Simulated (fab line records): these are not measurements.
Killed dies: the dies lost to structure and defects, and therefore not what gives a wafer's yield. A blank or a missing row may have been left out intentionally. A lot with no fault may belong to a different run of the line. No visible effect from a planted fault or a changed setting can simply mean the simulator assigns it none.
Which tool was responsible? / flow berkeley cmos170 / 39 wafers from 13 lots sampled at 3 of the route's 331 steps

WHAT THE GAUGES SHOWED, per wafer
UCB170_M3_RS_MEAS_02: measurement is done with a four-point probe.
lot=L798; measured=day 8 05:04; on=film metro-02; M3_AL_RS (ohm/sq)=0.03227 0.0324 0.03232
lot=L800; measured=day 8 06:01; on=film metro-01; M3_AL_RS (ohm/sq)=0.03214 0.03196 0.03239
lot=L803; measured=day 8 14:44; on=film metro-04; M3_AL_RS (ohm/sq)=0.03171 0.03183 0.03191
lot=L802; measured=day 8 15:35; on=film metro-01; M3_AL_RS (ohm/sq)=0.0318 0.03176 0.03176
lot=L804; measured=day 9 07:52; on=film metro-04; M3_AL_RS (ohm/sq)=0.03214 0.03171 0.03168
lot=L805; measured=day 9 08:28; on=film metro-04; M3_AL_RS (ohm/sq)=0.03202 0.03196 0.03218
lot=L807; measured=day 10 01:26; on=film metro-04; M3_AL_RS (ohm/sq)=0.03238 0.03174 0.03172
lot=L810; measured=day 10 10:31; on=film metro-01; M3_AL_RS (ohm/sq)=0.03219 0.03234 0.03217
lot=L809; measured=day 10 11:04; on=film metro-02; M3_AL_RS (ohm/sq)=0.03231 0.0326 0.03243
lot=L808; measured=day 10 11:26; on=film metro-02; M3_AL_RS (ohm/sq)=0.03244 0.03202 0.03208
lot=L813; measured=day 10 23:21; on=film metro-01; M3_AL_RS (ohm/sq)=0.03208 0.03211 0.03214
lot=L812; measured=day 11 06:27; on=film metro-04; M3_AL_RS (ohm/sq)=0.03264 0.03253 0.03247
lot=L817; measured=day 11 08:29; on=film metro-04; M3_AL_RS (ohm/sq)=0.03112 0.0316 0.02956 0.03109 0.03154 0.02955

UCB170_M3_THK_MEAS_03: measures by xrf.
lot=L798; measured=day 8 05:11; on=film metro-02; M3_AL_THK (nm)=876 882 883
lot=L800; measured=day 8 06:07; on=film metro-01; M3_AL_THK (nm)=891 893 881
lot=L803; measured=day 8 14:50; on=film metro-04; M3_AL_THK (nm)=901 901 898
lot=L802; measured=day 8 15:43; on=film metro-01; M3_AL_THK (nm)=898 900 901
lot=L804; measured=day 9 07:58; on=film metro-04; M3_AL_THK (nm)=900 905 908
lot=L805; measured=day 9 08:34; on=film metro-04; M3_AL_THK (nm)=892 899 888
lot=L807; measured=day 10 01:32; on=film metro-04; M3_AL_THK (nm)=888 899 898
lot=L810; measured=day 10 10:37; on=film metro-01; M3_AL_THK (nm)=888 884 888
lot=L809; measured=day 10 11:09; on=film metro-02; M3_AL_THK (nm)=874 870 873
lot=L808; measured=day 10 11:33; on=film metro-02; M3_AL_THK (nm)=873 879 886
lot=L813; measured=day 10 23:28; on=film metro-01; M3_AL_THK (nm)=893 889 887
lot=L812; measured=day 11 06:34; on=film metro-04; M3_AL_THK (nm)=882 881 880
lot=L817; measured=day 11 14:08; on=film metro-04; M3_AL_THK (nm)=921 913 973 919 905 974

EACH LOT AND THE TOOL THAT RAN IT (in order: tool; ch and the chambers of the sampled wafers; start)
lot=L798; UCB170_M3_SPUTTER_01=pvd sputter-01, day 8 04:58
lot=L800; UCB170_M3_SPUTTER_01=pvd sputter-01, day 8 05:53
lot=L803; UCB170_M3_SPUTTER_01=pvd sputter-04, day 8 14:38
lot=L802; UCB170_M3_SPUTTER_01=pvd sputter-03, day 8 15:30
lot=L804; UCB170_M3_SPUTTER_01=pvd sputter-04, day 9 07:44
lot=L805; UCB170_M3_SPUTTER_01=pvd sputter-03, day 9 08:20
lot=L807; UCB170_M3_SPUTTER_01=pvd sputter-04, day 10 01:19
lot=L810; UCB170_M3_SPUTTER_01=pvd sputter-04, day 10 10:20
lot=L809; UCB170_M3_SPUTTER_01=pvd sputter-01, day 10 10:50
lot=L808; UCB170_M3_SPUTTER_01=pvd sputter-04, day 10 11:20
lot=L813; UCB170_M3_SPUTTER_01=pvd sputter-04, day 10 23:16
lot=L812; UCB170_M3_SPUTTER_01=pvd sputter-01, day 11 06:22
lot=L817; UCB170_M3_SPUTTER_01=pvd sputter-04, day 11 08:24
- UCB170_M3_SPUTTER_01: material Al, target thk 900 nm, time 120 s.

WHAT THE TOOLS THEMSELVES READ (means of the sampled wafers that have a number; where no wafer has one, the mark that the record gives instead)
UCB170_M3_SPUTTER_01.
lot=L798; tool=pvd sputter-01; throttle valve pct (%)=30.1
lot=L800; tool=pvd sputter-01; throttle valve pct (%)=30.0
lot=L803; tool=pvd sputter-04; throttle valve pct (%)=30.3
lot=L802; tool=pvd sputter-03; throttle valve pct (%)=29.3
lot=L804; tool=pvd sputter-04; throttle valve pct (%)=29.8
lot=L805; tool=pvd sputter-03; throttle valve pct (%)=29.2
lot=L807; tool=pvd sputter-04; throttle valve pct (%)=29.7
lot=L810; tool=pvd sputter-04; throttle valve pct (%)=30.6
lot=L809; tool=pvd sputter-01; throttle valve pct (%)=29.3
lot=L808; tool=pvd sputter-04; throttle valve pct (%)=29.8
lot=L813; tool=pvd sputter-04; throttle valve pct (%)=30.3
lot=L812; tool=pvd sputter-01; throttle valve pct (%)=30.6
lot=L817; tool=pvd sputter-04; throttle valve pct (%)=30.2

THE ANSWER, worked out from the rows above alone
Rule: usual is defined by the lots themselves. Put in order of their means at a reading, lots are off if they are a third of the lots or fewer, leave a main group of 4 or more, and stand apart from it by a gap of 3 or more times the standard deviation of the main group's means; of several such gaps the widest counts. If all means in a main group match to the digits the tables above print for the reading, that group is not used. A lot without any number at a reading at which 4 lots or more have one is off too. All remaining lots with rows at the step are treated as sound. Order of review: gauges by route order, followed by the tools' own readings, for which a lot's mean as printed above is used. The first step at which some lot is off is used, and at that step the reading that is off furthest; a lot without a number counts as furthest.
Off: at UCB170_M3_RS_MEAS_02 (M3_AL_RS), L817. For the main group the mean is 0.032 ohm/sq and the standard deviation 0.00024.
If a tool, at a process step before that reading, ran all the lots that are off and no sound lot after the first of them, it fits. Those tools and the gauges at UCB170_M3_RS_MEAS_02 are tried in the same way. Can't be told from this: 2 tools fit, pvd sputter-04 at UCB170_M3_SPUTTER_01, film metro-04 at UCB170_M3_RS_MEAS_02.

WHAT THE SIMULATOR HAD PUT IN
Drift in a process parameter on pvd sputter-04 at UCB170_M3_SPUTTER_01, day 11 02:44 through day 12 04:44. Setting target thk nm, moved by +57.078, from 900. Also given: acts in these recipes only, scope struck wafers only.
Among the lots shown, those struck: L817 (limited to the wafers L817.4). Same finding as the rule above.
